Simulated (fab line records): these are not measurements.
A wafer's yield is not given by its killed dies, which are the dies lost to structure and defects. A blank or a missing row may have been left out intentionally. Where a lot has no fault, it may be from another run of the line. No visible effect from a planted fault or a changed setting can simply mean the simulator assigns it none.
fab line records || flow berkeleyCmos170
record: {"lots": 15, "wafers": 45, "lastDay": 12}
route steps=331 shown PWELL@45
lots that met no fault: from a run of the same line without faults
startH: start of the lot's first displayed wafer, in hours after the record's first day || waitH: how many hours have passed since the lot's step before this one || " repeats the value in the row above || L1.1+2: a row that stands for several wafers || - no value present, or no start provided || * or withheld: withheld || < > ~ a bound
route shown NAME@n: names a module that has steps shown in the file, with the first one's number in the route || usual: mean and standard deviation over wafers with no fault || same: alike in all rows || chamber/n: place in a boat || sites: readings site by site || _std_site: their standard deviation || _edge_site: mean of outer sites minus mean of inner sites || radiusMm: for every site, how far away it sits from the centre of the wafer || mask NAME#n: copy n || behind: the most recent tool/chamber to have shaped the wafer || hold: why the lot went on hold/how many hours it stayed there/how the hold came to an end || device: transistor that didn't switch, given as n, p or np || end of line: the same wafers' tests at the end of the route || for a step that has no rows: nothing shown but its recipe || killed: not the wafer's yield, but the dies lost to structure and defects at the first sort || map: a wafer's dies, marking killed ones x, the rest . and places with no die _
set.NAME: setting as actually run; set.NAME@STEP: the setting as run at that earlier step || model.NAME: the simulator's own value behind a step, which no gauge read
a sample of lots followed through the steps of the route, with each step as a table and each wafer as a row
== steps ==
step: UCB170_PWELL_PEB_11
recipe: {"pebTempC": 130, "pebTimeS": "withheld", "resist": "KrF"}
usual: {"heaterPowerTotalW": "56.80/0.043", "resistLineTempC": "23.02/0.11"}
{"lot.wafer": "L587.1", "tool": "lithoTrack-02", "chamber": 0, "startH": 60.45, "waitH": 0.4, "heaterPowerTotalW": 56.85, "resistLineTempC": 22.98}
{"lot.wafer": "L587.2", "tool": "lithoTrack-02", "chamber": 0, "startH": 60.45, "waitH": 0.4, "heaterPowerTotalW": 56.82, "resistLineTempC": 22.99}
{"lot.wafer": "L587.4", "tool": "lithoTrack-02", "chamber": 0, "startH": 60.45, "waitH": 0.4, "heaterPowerTotalW": 56.89, "resistLineTempC": 23.06}
{"lot.wafer": "L589.2", "tool": "lithoTrack-02", "chamber": 0, "startH": 73.39, "waitH": 0.7, "heaterPowerTotalW": 56.82, "resistLineTempC": 23.03}
{"lot.wafer": "L589.3", "tool": "lithoTrack-02", "chamber": 0, "startH": 73.39, "waitH": 0.7, "heaterPowerTotalW": 56.85, "resistLineTempC": 22.89}
{"lot.wafer": "L589.5", "tool": "lithoTrack-02", "chamber": 0, "startH": 73.39, "waitH": 0.7, "heaterPowerTotalW": 56.80, "resistLineTempC": 23.26}
{"lot.wafer": "L590.1", "tool": "lithoTrack-04", "chamber": 0, "startH": 73.64, "waitH": 0.7, "heaterPowerTotalW": 56.85, "resistLineTempC": 23.04}
{"lot.wafer": "L590.2", "tool": "lithoTrack-04", "chamber": 0, "startH": 73.64, "waitH": 0.7, "heaterPowerTotalW": 56.85, "resistLineTempC": 23.07}
{"lot.wafer": "L590.5", "tool": "lithoTrack-04", "chamber": 0, "startH": 73.64, "waitH": 0.7, "heaterPowerTotalW": 56.84, "resistLineTempC": 23.08}
{"lot.wafer": "L591.1", "tool": "lithoTrack-02", "chamber": 0, "startH": 74.09, "waitH": 0.8, "heaterPowerTotalW": 56.84, "resistLineTempC": 23.08}
{"lot.wafer": "L591.3", "tool": "lithoTrack-02", "chamber": 0, "startH": 74.09, "waitH": 0.8, "heaterPowerTotalW": 56.71, "resistLineTempC": 23.06}
{"lot.wafer": "L591.6", "tool": "lithoTrack-02", "chamber": 0, "startH": 74.09, "waitH": 0.8, "heaterPowerTotalW": 56.80, "resistLineTempC": 22.93}
{"lot.wafer": "L592.2", "tool": "lithoTrack-04", "chamber": 0, "startH": 86.81, "waitH": 0.1, "heaterPowerTotalW": 56.87, "resistLineTempC": 23.17}
{"lot.wafer": "L592.4", "tool": "lithoTrack-04", "chamber": 0, "startH": 86.81, "waitH": 0.1, "heaterPowerTotalW": 56.85, "resistLineTempC": 23.14}
{"lot.wafer": "L592.5", "tool": "lithoTrack-04", "chamber": 0, "startH": 86.81, "waitH": 0.1, "heaterPowerTotalW": 56.79, "resistLineTempC": 22.99}
{"lot.wafer": "L594.1", "tool": "lithoTrack-04", "chamber": 0, "startH": 99.46, "waitH": 0.3, "heaterPowerTotalW": 56.82, "resistLineTempC": 22.91}
{"lot.wafer": "L594.2", "tool": "lithoTrack-04", "chamber": 0, "startH": 99.46, "waitH": 0.3, "heaterPowerTotalW": 56.84, "resistLineTempC": 22.86}
{"lot.wafer": "L594.6", "tool": "lithoTrack-04", "chamber": 0, "startH": 99.46, "waitH": 0.3, "heaterPowerTotalW": 56.78, "resistLineTempC": 22.88}
{"lot.wafer": "L596.2", "tool": "lithoTrack-02", "chamber": 0, "startH": 100.06, "waitH": 0.6, "heaterPowerTotalW": 56.82, "resistLineTempC": 22.99}
{"lot.wafer": "L596.4", "tool": "lithoTrack-02", "chamber": 0, "startH": 100.06, "waitH": 0.6, "heaterPowerTotalW": 56.76, "resistLineTempC": 23.09}
{"lot.wafer": "L596.6", "tool": "lithoTrack-02", "chamber": 0, "startH": 100.06, "waitH": 0.6, "heaterPowerTotalW": 56.78, "resistLineTempC": 23.12}
{"lot.wafer": "L595.1", "tool": "lithoTrack-04", "chamber": 0, "startH": 100.19, "waitH": 0.5, "heaterPowerTotalW": 56.83, "resistLineTempC": 23.00}
{"lot.wafer": "L595.2", "tool": "lithoTrack-04", "chamber": 0, "startH": 100.19, "waitH": 0.5, "heaterPowerTotalW": 56.91, "resistLineTempC": 22.97}
{"lot.wafer": "L595.6", "tool": "lithoTrack-04", "chamber": 0, "startH": 100.19, "waitH": 0.5, "heaterPowerTotalW": 56.81, "resistLineTempC": 22.95}
{"lot.wafer": "L598.2", "tool": "lithoTrack-02", "chamber": 0, "startH": 117.28, "waitH": 1.0, "heaterPowerTotalW": 70.09, "resistLineTempC": 23.12}
{"lot.wafer": "L598.5", "tool": "lithoTrack-02", "chamber": 0, "startH": 117.28, "waitH": 1.0, "heaterPowerTotalW": 70.03, "resistLineTempC": 22.97}
{"lot.wafer": "L598.6", "tool": "lithoTrack-02", "chamber": 0, "startH": 117.28, "waitH": 1.0, "heaterPowerTotalW": 70.04, "resistLineTempC": 23.30}
{"lot.wafer": "L597.1", "tool": "lithoTrack-02", "chamber": 0, "startH": 117, "waitH": "-", "heaterPowerTotalW": 69.94, "resistLineTempC": 22.92}
{"lot.wafer": "L597.5", "tool": "lithoTrack-02", "chamber": 0, "startH": 117, "waitH": "-", "heaterPowerTotalW": 70.03, "resistLineTempC": 23.12}
{"lot.wafer": "L597.6", "tool": "lithoTrack-02", "chamber": 0, "startH": 117, "waitH": "-", "heaterPowerTotalW": 70.02, "resistLineTempC": 23.00}
{"lot.wafer": "L604.1", "tool": "lithoTrack-03", "chamber": 0, "startH": 146.18, "waitH": 0.7, "heaterPowerTotalW": 56.83, "resistLineTempC": 23.15}
{"lot.wafer": "L604.2", "tool": "lithoTrack-03", "chamber": 0, "startH": 146.18, "waitH": 0.7, "heaterPowerTotalW": 56.87, "resistLineTempC": 23.00}
{"lot.wafer": "L604.4", "tool": "lithoTrack-03", "chamber": 0, "startH": 146.18, "waitH": 0.7, "heaterPowerTotalW": 56.80, "resistLineTempC": 23.18}
{"lot.wafer": "L603.1", "tool": "lithoTrack-02", "chamber": 0, "startH": 146.71, "waitH": 0.8, "heaterPowerTotalW": 70.19, "resistLineTempC": 22.94}
{"lot.wafer": "L603.2", "tool": "lithoTrack-02", "chamber": 0, "startH": 146.71, "waitH": 0.8, "heaterPowerTotalW": 70.13, "resistLineTempC": 23.08}
{"lot.wafer": "L603.3", "tool": "lithoTrack-02", "chamber": 0, "startH": 146.71, "waitH": 0.8, "heaterPowerTotalW": 70.02, "resistLineTempC": 22.91}
{"lot.wafer": "L609.1", "tool": "lithoTrack-03", "chamber": 0, "startH": 159.20, "waitH": 0.4, "heaterPowerTotalW": 56.79, "resistLineTempC": 23.08}
{"lot.wafer": "L609.4", "tool": "lithoTrack-03", "chamber": 0, "startH": 159.20, "waitH": 0.4, "heaterPowerTotalW": 56.74, "resistLineTempC": 22.94}
{"lot.wafer": "L609.5", "tool": "lithoTrack-03", "chamber": 0, "startH": 159.20, "waitH": 0.4, "heaterPowerTotalW": 56.80, "resistLineTempC": 23.12}
{"lot.wafer": "L608.3", "tool": "lithoTrack-03", "chamber": 0, "startH": 159.52, "waitH": 0.6, "heaterPowerTotalW": 56.80, "resistLineTempC": 23.08}
{"lot.wafer": "L608.4", "tool": "lithoTrack-03", "chamber": 0, "startH": 159.52, "waitH": 0.6, "heaterPowerTotalW": 56.84, "resistLineTempC": 23.20}
{"lot.wafer": "L608.5", "tool": "lithoTrack-03", "chamber": 0, "startH": 159.52, "waitH": 0.6, "heaterPowerTotalW": 56.80, "resistLineTempC": 22.91}
{"lot.wafer": "L610.3", "tool": "lithoTrack-04", "chamber": 0, "startH": 170.67, "waitH": 0.9, "heaterPowerTotalW": 56.76, "resistLineTempC": 22.83}
{"lot.wafer": "L610.4", "tool": "lithoTrack-04", "chamber": 0, "startH": 170.67, "waitH": 0.9, "heaterPowerTotalW": 56.81, "resistLineTempC": 22.72}
{"lot.wafer": "L610.6", "tool": "lithoTrack-04", "chamber": 0, "startH": 170.67, "waitH": 0.9, "heaterPowerTotalW": 56.86, "resistLineTempC": 22.89}
== key ==
firstSign: {"step": "UCB170_PWELL_PEB_11", "reading": "heaterPowerTotalW", "direction": "up", "sigmas": "99+", "usual": 56.80, "struck": 70.05}
effect none on later readings
metAt UCB170_PWELL_PEB_11
struckLots L597,L598,L603
testerLeftOut L597,L598,L603
fault: {"kind": "processParameterDrift", "tool": "lithoTrack-02", "chamber": "-", "onsetH": 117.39, "steps": "UCB170_PWELL_PEB_11", "channel": "pebTimeS", "offset": "withheld", "shape": "step", "endH": 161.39, "actsIn": "*"}
testerLeftOut: of these lots the tester's yield and bins aren't shown, on N5 and GAA mostly nor the transistor test; their killed dies are dies lost to structure and defects alone, not to doping, threshold or leakage, so they don't give the yield
